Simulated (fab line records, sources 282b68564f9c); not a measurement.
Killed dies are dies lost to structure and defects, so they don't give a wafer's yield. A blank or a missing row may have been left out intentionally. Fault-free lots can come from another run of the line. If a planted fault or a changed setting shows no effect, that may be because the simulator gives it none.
Struck lot and sound lot, side by side -- flow rit cmos -- 44 out of 202 route steps
Sound: wafers L118.2, L118.3, L118.5. Struck: wafers L123.2, L123.3, L123.6. At the end, the cause is stated.
For every step that has rows: the tool of each side, followed by ch and its chambers, followed by its first start. Under that, the readings that differ: sound wafers -- struck wafers -- difference of the means -- sigmas: that difference in standard deviations of wafers without a fault.
alike: readings whose means differ by less than 2 such deviations, and words and numbers that are the same on both sides. not compared: withheld readings, readings that some wafer has no value for, bounds like >300 that may hide the same value, and numbers for which the record gives no deviation and whose values overlap.
The two part at a step that has a row with sigmas, a row that says differs or no value, or rows on one side only. Non-overlapping numbers with no deviation appear without sigmas and do not part them. A reading that every wafer of one side lacks parts them only if that side has two wafers or more.

first, 3 steps without rows for these wafers: RIT_REOX_CLEAN_01 (cleans in dHF, time 30 s); RIT_REOX_CLEAN_02 (cleans in SC2, time 600 s); RIT_REOX_OXIDATION_03 (target thk 25.2 nm, ox time 5580 s).
RIT_REOX_THK_MEAS_04:
  sound on film metro-03 at day 5 04:31; struck on film metro-03 at day 6 07:59
  alike: REOX_OXIDE_THK
then, 6 steps without rows for these wafers: RIT_NLDD_HMDS_00 (prime time 60 s); RIT_NLDD_COAT_01 (resist thk 1013 nm); RIT_NLDD_SOFTBAKE_02 (time 60 s); RIT_NLDD_EXPOSE_03 (exposes mask M7, target cd 40700 nm); RIT_NLDD_PEB_04; RIT_NLDD_DEVELOP_05 (develop time 50 s).
RIT_NLDD_OVL_MEAS_06:
  sound on overlay-01 at day 5 05:25; struck on overlay-01 at day 6 09:03
  alike: NLDD_OVL
then, 1 step without rows for these wafers: RIT_NLDD_HARDBAKE_07 (time 60 s).
RIT_NLDD_IMPLANT_08:
  sound on implanter-04 ch 0, day 5 05:38; struck on implanter-04 ch 0, day 6 09:15
reading,sound,struck,difference,sigmas
dose ions cm2,4.996e+14 4.999e+14 4.998e+14,4.739e+14 4.743e+14 4.737e+14,-2.580e+13,-52
  alike: faraday current uA
RIT_NLDD_STRIP_09: strips in O2, time 180 s.
  sound on plasma asher-01 ch 0,1, day 5 05:45; struck on plasma asher-03 ch 0,1, day 6 09:23
  alike: drypump motor current A
  not compared: rf hours counter h
RIT_NLDD_TW_MEAS_10:
  sound on film metro-02 at day 5 05:56; struck on film metro-02 at day 6 09:34
  alike: NLDD_TW
then, 6 steps without rows for these wafers: RIT_PLDD_HMDS_00 (prime time 60 s); RIT_PLDD_COAT_01 (resist thk 1000 nm); RIT_PLDD_SOFTBAKE_02 (time 60 s); RIT_PLDD_EXPOSE_03 (exposes mask M8, target cd 40900 nm); RIT_PLDD_PEB_04; RIT_PLDD_DEVELOP_05 (develop time 50 s).
RIT_PLDD_OVL_MEAS_06:
  sound on overlay-01 at day 5 07:10; struck on overlay-02 at day 6 10:35
  alike: PLDD_OVL
then, 2 steps without rows for these wafers: RIT_PLDD_HARDBAKE_07 (time 60 s); RIT_PLDD_IMPLANT_08.
RIT_PLDD_STRIP_09: strips in O2, time 180 s.
  sound on plasma asher-02 ch 0,1, day 5 07:30; struck on plasma asher-04 ch 0,1, day 6 10:55
  alike: drypump motor current A
  not compared: rf hours counter h
RIT_PLDD_TW_MEAS_10:
  sound on film metro-01 at day 5 07:41; struck on film metro-04 at day 6 11:07
reading,sound,struck,difference,sigmas
PLDD_TW,2373 2378 2386,2290 2297 2293,-86,-3
then, 4 steps without rows for these wafers: RIT_SPACER_CLEAN_00 (cleans in SC1, time 600 s); RIT_SPACER_CLEAN_01 (cleans in dHF, time 30 s); RIT_SPACER_CLEAN_02 (cleans in SC2, time 600 s); RIT_SPACER_CVD_03 (deposits Si3N4 from SiH2Cl2/NH3, target thk 250 nm, time 3300 s).
RIT_SPACER_THK_MEAS_04:
  sound on film metro-02 at day 5 10:03; struck on film metro-03 at day 6 13:27
  alike: SPACER_NITRIDE_THK
RIT_SPACER_ETCHBACK_05: etches Si3N4 in SF6/CHF3, stops on SiO2, target depth 250 nm, time 240 s.
  sound on rie diel-01 ch 0,2, day 5 10:06; struck on rie diel-03 ch 2,3, day 6 13:30
  alike: drypump motor current A, oes product au, throttle valve pct
  not compared: rf hours counter h
then, 6 steps without rows for these wafers: RIT_NSD_HMDS_00 (prime time 60 s); RIT_NSD_COAT_01 (resist thk 1000 nm); RIT_NSD_SOFTBAKE_02 (time 60 s); RIT_NSD_EXPOSE_03 (exposes mask M9, target cd 40700 nm); RIT_NSD_PEB_04; RIT_NSD_DEVELOP_05 (develop time 50 s).
RIT_NSD_OVL_MEAS_06:
  sound on overlay-01 at day 5 11:14; struck on overlay-01 at day 6 14:38
  alike: NSD_OVL
then, 2 steps without rows for these wafers: RIT_NSD_HARDBAKE_07 (time 60 s); RIT_NSD_IMPLANT_08.
RIT_NSD_STRIP_09: strips in O2, time 180 s.
  sound on plasma asher-02 ch 0,1, day 5 11:34; struck on plasma asher-03 ch 0,1, day 6 14:58
  alike: drypump motor current A
  not compared: rf hours counter h
RIT_SDANNEAL_RS_MEAS_07: the measuring method here is four-point-probe.
  sound on film metro-01 at day 5 14:02; struck on film metro-02 at day 6 17:33
reading,sound,struck,difference,sigmas
NLDD_RS (ohm/sq),152.4 152.4 152.5,158.6 159.0 158.1,+6.1,+13
RIT_M1_PROBE_99:
  sound on prober-01 at day 5 21:11; struck on prober-02 at day 7 00:29
  alike: killed at contacts, killed at front end, killed dies, killed open, killed short

## WHERE THEY PART
First at RIT_NLDD_IMPLANT_08; last, within this record, at RIT_SDANNEAL_RS_MEAS_07. Later steps at which nothing parts them and some readings are alike: RIT_M1_PROBE_99.

WHY: whatever the simulator had introduced
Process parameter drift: implanter-04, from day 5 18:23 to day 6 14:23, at RIT_NLDD_IMPLANT_08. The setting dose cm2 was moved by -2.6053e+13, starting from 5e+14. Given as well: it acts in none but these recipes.
